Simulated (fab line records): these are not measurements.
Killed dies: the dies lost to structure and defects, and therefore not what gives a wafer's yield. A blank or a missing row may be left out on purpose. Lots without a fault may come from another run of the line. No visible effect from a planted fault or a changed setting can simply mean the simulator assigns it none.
fab line records	flow rit-cmos
[record] lots = 6	wafers = 18	last-day = 7
route steps=202 shown FOX1@21 FOX2@23 NWELL@28 PWELL@39 M1@202
lots that met no fault: from a run of the same line without faults
start-h: hours from the record's first day to the start of the lot's first wafer shown	wait-h: time in hours since the lot's previous step	" unchanged from the row above	L1.1+2: one row covering several wafers at once	- no value present, or no start provided	* or withheld: withheld	< > ~ a bound
route shown NAME@n: a module of which the file shows steps, and the number in the route of the first	usual: mean and standard deviation over wafers with no fault	same: alike in all rows	chamber/n: place in a boat	sites: the reading at each site	_std_site: their standard deviation	_edge_site: the outer-site mean with the inner-site mean subtracted	radius-mm: for every site, how far away it sits from the centre of the wafer	mask NAME#n: copy n	behind: the tool/chamber that last shaped the wafer	hold: why the lot went on hold/how many hours it stayed there/how the hold came to an end	device: the n, p or np transistor that did not switch	end of line: tests of these same wafers at the route's end	where a step has no rows: the recipe by itself	killed: not the wafer's yield, but the dies lost to structure and defects at the first sort	map: shows each die of a wafer: x if killed, . if not, _ if none is there
set.NAME: the setting the step ran with; set.NAME@STEP: the setting that earlier step ran with	model.NAME: the simulator's own value behind a step, which no gauge read
lots at some steps of the route; a table a step, a row a wafer
services: a tool's chamber out of use, with start hour (start-h, from the record's first day; less than 0 if before it), hours out, and reason
[[steps]]
[step RIT_FOX1_THK_MEAS_01]
[recipe] reads = SiO2_of_FOX1_OXIDATION_00
[usual] FOX1_OXIDE_THK = 347/6.9
lot.wafer	tool	chamber	start-h	wait-h	FOX1_OXIDE_THK[nm]
L901.2	film-metro-04	-	47.53	0.0	342
L901.4	"	-	"	"	347
L901.5	"	-	"	"	347
L902.1	film-metro-04	-	52.38	0.0	352
L902.2	"	-	"	"	349
L902.5	"	-	"	"	356
L903.1	film-metro-01	-	56.99	0.0	337
L903.2	"	-	"	"	344
L903.5	"	-	"	"	343
L904.1	film-metro-01	-	61.85	0.0	347
L904.2	"	-	"	"	344
L904.6	"	-	"	"	349
L914.1	film-metro-04	-	112.50	0.0	350
L914.2	"	-	"	"	349
L914.6	"	-	"	"	351
L915.1	film-metro-01	-	119.32	0.0	354
L915.2	"	-	"	"	359
L915.3	"	-	"	"	350
[step RIT_FOX1_WET_ETCH_02]
[recipe] chemistry = BOE	target-depth-nm = 350	time-s = 390	temp-c = 21.5	dry = n2-spin	dilution = 10:1	target = SiO2
[step RIT_FOX2_OXIDATION_00]
[recipe] temp-c = 1100	ambient = H2O	target-thk-a = 3507	p-h2o-torr = 720	ox-time-s = 1130
[step RIT_FOX2_THK_MEAS_01]
[recipe] reads = SiO2_of_FOX2_OXIDATION_00
[usual] FOX2_OXIDE_THK = 347/7
lot.wafer	tool	chamber	start-h	wait-h	FOX2_OXIDE_THK[nm]
L901.2	film-metro-03	-	49.02	0.0	348
L901.4	"	-	"	"	353
L901.5	"	-	"	"	347
L902.1	film-metro-04	-	53.88	0.0	347
L902.2	"	-	"	"	356
L902.5	"	-	"	"	354
L903.1	film-metro-04	-	58.82	0.0	342
L903.2	"	-	"	"	336
L903.5	"	-	"	"	346
L904.1	film-metro-04	-	63.36	0.0	343
L904.2	"	-	"	"	351
L904.6	"	-	"	"	346
L914.1	film-metro-02	-	114.88	0.0	352
L914.2	"	-	"	"	356
L914.6	"	-	"	"	348
L915.1	film-metro-02	-	120.82	0.0	353
L915.2	"	-	"	"	350
L915.3	"	-	"	"	357
[step RIT_FOX2_CLEAN_02]
[recipe] chemistry = dHF	dilution = 50:1	time-s = 180
[step RIT_FOX2_WET_ETCH_03]
[recipe] chemistry = H3PO4	target = Si3N4	target-depth-nm = 195	temp-c = 165	time-s = 2700
[step RIT_FOX2_THK_MEAS_90]
[recipe] reads = SiO2_of_FOX2_OXIDATION_00
[usual] FIELD_OXIDE_LEFT_1_THK = 320/7.1
lot.wafer	tool	chamber	start-h	wait-h	FIELD_OXIDE_LEFT_1_THK[nm]
L901.2	film-metro-02	-	49.97	0.0	321
L901.4	"	-	"	"	325
L901.5	"	-	"	"	319
L902.1	film-metro-04	-	54.75	0.0	320
L902.2	"	-	"	"	328
L902.5	"	-	"	"	327
L903.1	film-metro-04	-	59.77	0.0	315
L903.2	"	-	"	"	309
L903.5	"	-	"	"	319
L904.1	film-metro-04	-	64.25	0.0	315
L904.2	"	-	"	"	323
L904.6	"	-	"	"	319
L914.1	film-metro-03	-	115.76	0.0	324
L914.2	"	-	"	"	328
L914.6	"	-	"	"	321
L915.1	film-metro-04	-	121.70	0.0	326
L915.2	"	-	"	"	323
L915.3	"	-	"	"	330
[step RIT_NWELL_HMDS_00]
[recipe] prime-time-s = 60	prime-temp-c = 140
[step RIT_NWELL_COAT_01]
[recipe] resist = NOVOLAK	spin-rpm = 2000	resist-thk-nm = 1300
[step RIT_NWELL_SOFTBAKE_02]
[recipe] resist = NOVOLAK	temp-c = 90	time-s = 60
[step RIT_NWELL_EXPOSE_03]
[recipe] mask-id = M2	na = 0.57	target-cd-nm = 43900	dose-mj = 250
[step RIT_NWELL_PEB_04]
[recipe] resist = NOVOLAK	temp-c = withheld	time-s = withheld
[step RIT_NWELL_DEVELOP_05]
[recipe] resist = NOVOLAK	develop-time-s = 68	dev-temp-c = 23
[usual] exhaust-pa = 45.2/0.93	resist-line-temp-C = 23.02/0.098
lot.wafer	tool	chamber	start-h	wait-h	exhaust-pa	resist-line-temp-C
L901.2	litho-track-03	0	50	-	45.1	22.93
L901.4	"	0	"	"	44.7	23.03
L901.5	"	0	"	"	44.3	23.08
L902.1	litho-track-03	0	55	-	43.1	22.96
L902.2	"	0	"	"	44.2	23.02
L902.5	"	0	"	"	43.6	22.90
L903.1	litho-track-03	0	60	-	45.0	22.98
L903.2	"	0	"	"	46.0	23.11
L903.5	"	0	"	"	44.2	23.01
L904.1	litho-track-01	0	65	-	46.9	22.87
L904.2	"	0	"	"	45.2	22.89
L904.6	"	0	"	"	46.4	22.98
L914.1	litho-track-01	0	116	-	46.5	23.21
L914.2	"	0	"	"	46.4	23.21
L914.6	"	0	"	"	45.2	23.33
L915.1	litho-track-02	0	122	-	43.9	23.14
L915.2	"	0	"	"	44.8	23.22
L915.3	"	0	"	"	44.2	23.00
[step RIT_NWELL_OVL_MEAS_06]
[usual] NWELL_OVL = -0.9/1.2
lot.wafer	tool	chamber	start-h	wait-h	NWELL_OVL[nm]
L901.2	overlay-02	-	50.91	-	0.6
L901.4	"	-	"	"	-1.0
L901.5	"	-	"	"	0.0
L902.1	overlay-02	-	55.69	-	-1.6
L902.2	"	-	"	"	-1.2
L902.5	"	-	"	"	-0.3
L903.1	overlay-02	-	60.71	-	0.0
L903.2	"	-	"	"	-1.2
L903.5	"	-	"	"	-0.9
L904.1	overlay-02	-	65.19	-	-0.7
L904.2	"	-	"	"	-2.3
L904.6	"	-	"	"	-0.3
L914.1	overlay-01	-	116.83	-	-2.3
L914.2	"	-	"	"	-1.1
L914.6	"	-	"	"	-2.3
L915.1	overlay-02	-	122.77	-	-0.4
L915.2	"	-	"	"	-2.2
L915.3	"	-	"	"	0.0
[step RIT_NWELL_HARDBAKE_07]
[recipe] resist = NOVOLAK	temp-c = 140	time-s = 120
[step RIT_NWELL_IMPLANT_08]
[recipe] species = P	energy-kev = 170	dose-cm2 = 5e+13	tilt-deg = 7
[step RIT_NWELL_STRIP_09]
[recipe] chemistry = O2	time-s = 180	resist = NOVOLAK	platen-temp-c = withheld	power-w = 500	pressure-mtorr = 4000	o2-flow-sccm = 4000
[usual] drypump-motor-current-A = 5.9/0.48
lot.wafer	tool	chamber	start-h	wait-h	drypump-motor-current-A	rf-hours-counter-h
L901.2	plasma-asher-04	0	51.34	0.1	6.3	44
L901.4	"	0	"	"	6.3	-
L901.5	"	1	"	"	6.3	-
L902.1	plasma-asher-02	0	56.13	0.1	5.4	41
L902.2	"	1	"	"	5.5	41
L902.5	"	1	"	"	5.5	-
L903.1	plasma-asher-04	1	61.15	0.1	6.3	45
L903.2	"	0	"	"	6.3	45
L903.5	"	1	"	"	6.3	-
L904.1	plasma-asher-02	0	65.62	0.1	5.4	43
L904.2	"	1	"	"	5.5	43
L904.6	"	0	"	"	5.4	-
L914.1	plasma-asher-03	1	117.26	0.1	5.9	45
L914.2	"	0	"	"	4.9	45
L914.6	"	1	"	"	5.9	-
L915.1	plasma-asher-04	1	123.20	0.1	6.3	51
L915.2	"	0	"	"	6.3	51
L915.3	"	1	"	"	6.3	-
[step RIT_NWELL_TW_MEAS_10]
[usual] NWELL_TW = 2149/13
lot.wafer	tool	chamber	start-h	wait-h	NWELL_TW
L901.2	film-metro-03	-	51.52	0.1	2153
L901.4	"	-	"	"	2153
L901.5	"	-	"	"	2155
L902.1	film-metro-02	-	56.31	0.1	2089
L902.2	"	-	"	"	2088
L902.5	"	-	"	"	2090
L903.1	film-metro-02	-	61.32	0.1	2092
L903.2	"	-	"	"	2081
L903.5	"	-	"	"	2084
L904.1	film-metro-02	-	65.80	0.1	2154
L904.2	"	-	"	"	2142
L904.6	"	-	"	"	2158
L914.1	film-metro-01	-	117.44	0.1	2142
L914.2	"	-	"	"	2138
L914.6	"	-	"	"	2147
L915.1	film-metro-01	-	123.38	0.1	2152
L915.2	"	-	"	"	2140
L915.3	"	-	"	"	2138
[step RIT_PWELL_HMDS_00]
[recipe] prime-time-s = 60	prime-temp-c = 140
[step RIT_M1_PROBE_99]
[usual] killed-at-contacts = 0.0/0.16	killed-at-front-end = 7/3	killed-dies = 7/3	killed-open = 3.5/2	killed-short = 3.6/2.1
[same] gross-dies = 264	killed_at_M0_to_M3 = 0	killed_at_M4_up = 0	killed-at-back-side = 0	killed-at-other = 0
lot.wafer	tool	chamber	start-h	wait-h	killed-at-contacts	killed-at-front-end	killed-dies	killed-open	killed-short
L901.2	prober-01	-	86.34	0.1	0	10	10	8	2
L901.4	prober-01	-	86.44	0.2	0	12	12	8	4
L901.5	prober-01	-	86.49	0.2	0	5	5	4	1
L903.1	prober-01	-	99.44	0.1	0	12	12	3	9
L903.2	prober-01	-	99.49	0.1	0	12	12	5	7
L903.5	prober-01	-	99.64	0.2	1	11	12	8	4
L904.1	prober-02	-	104.13	0.1	0	3	3	1	2
L904.2	prober-02	-	104.18	0.1	0	5	5	3	2
L904.6	prober-02	-	104.38	0.2	0	5	5	2	3
// killed by level:class
L901.2 GATE:geometric-particle:open=4 FOX1:geometric-particle:open=2 FOX2:geometric-particle:short=1 FOX2:geometric-particle:open=1 GATE:geometric-particle:short=1 REOX:geometric-particle:open=1
L901.4 FOX1:geometric-particle:open=4 SILICIDE:geometric-particle:short=3 SILICIDE:geometric-particle:open=2 GATE:geometric-particle:open=1 GATE:geometric-particle:short=1 SPACER:geometric-particle:open=1
L901.5 FOX2:geometric-particle:open=1 GATE:geometric-particle:open=1 GATE:geometric-particle:short=1 SPACER:geometric-particle:open=1 SILICIDE:geometric-particle:open=1
L903.1 GATE:geometric-particle:short=5 SPACER:geometric-particle:short=2 FOX1:geometric-particle:short=1 FOX2:geometric-particle:open=1 FOX2:geometric-particle:short=1 REOX:geometric-particle:open=1 SPACER:geometric-particle:open=1
L903.2 GATE:geometric-particle:short=4 GATE:geometric-particle:open=2 FOX1:geometric-particle:short=1 FOX1:geometric-particle:open=1 FOX2:geometric-particle:short=1 REOX:geometric-particle:open=1 SPACER:geometric-particle:open=1 SPACER:geometric-particle:short=1
L903.5 FOX2:geometric-particle:short=2 FOX2:geometric-particle:open=2 GATE:geometric-particle:open=2 SPACER:geometric-particle:open=2 FOX1:geometric-particle:open=1 GATE:geometric-particle:short=1 SPACER:geometric-particle:short=1 CONTACT:geometric-particle:open=1
L904.1 REOX:geometric-particle:short=1 SPACER:geometric-particle:short=1 SPACER:geometric-particle:open=1
L904.2 GATE:geometric-particle:open=2 ACTIVE:geometric-particle:short=1 FOX2:geometric-particle:open=1 REOX:geometric-particle:short=1
L904.6 GATE:geometric-particle:open=1 GATE:geometric-particle:short=1 REOX:geometric-particle:short=1 SPACER:geometric-particle:open=1 SILICIDE:geometric-particle:short=1
[[services]]
tool	chamber	start-h	hours	kind
plasma-asher-02	-	108.75	9.0	pm
plasma-asher-02	0	108.75	9.0	vent-cycle
plasma-asher-02	1	108.75	9.0	vent-cycle
plasma-asher-02	0	117.75	-	clean
plasma-asher-02	1	117.75	-	clean
[[key]]
[first-sign] step = RIT_NWELL_TW_MEAS_10	reading = NWELL_TW	direction = down	sigmas = 4.6	usual = 2149	struck = 2087
effect none on later readings
met-at RIT_NWELL_DEVELOP_05
struck-wafers L902.1,L902.2,L902.5,L903.1,L903.2,L903.5
tester-left-out L902,L903
onset-between 50 55
[fault] kind = process-parameter-drift	tool = litho-track-03	chamber = -	onset-h = 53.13	steps = RIT_NWELL_DEVELOP_05	channel = develop-time-s	offset = *	shape = step	end-h = 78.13	acts-in = *	stated = *
// tester-left-out: of these lots the tester's yield and bins aren't shown, on N5 and GAA mostly nor the transistor test; their killed dies are dies lost to structure and defects alone, not to doping, threshold or leakage, so they don't give the yield
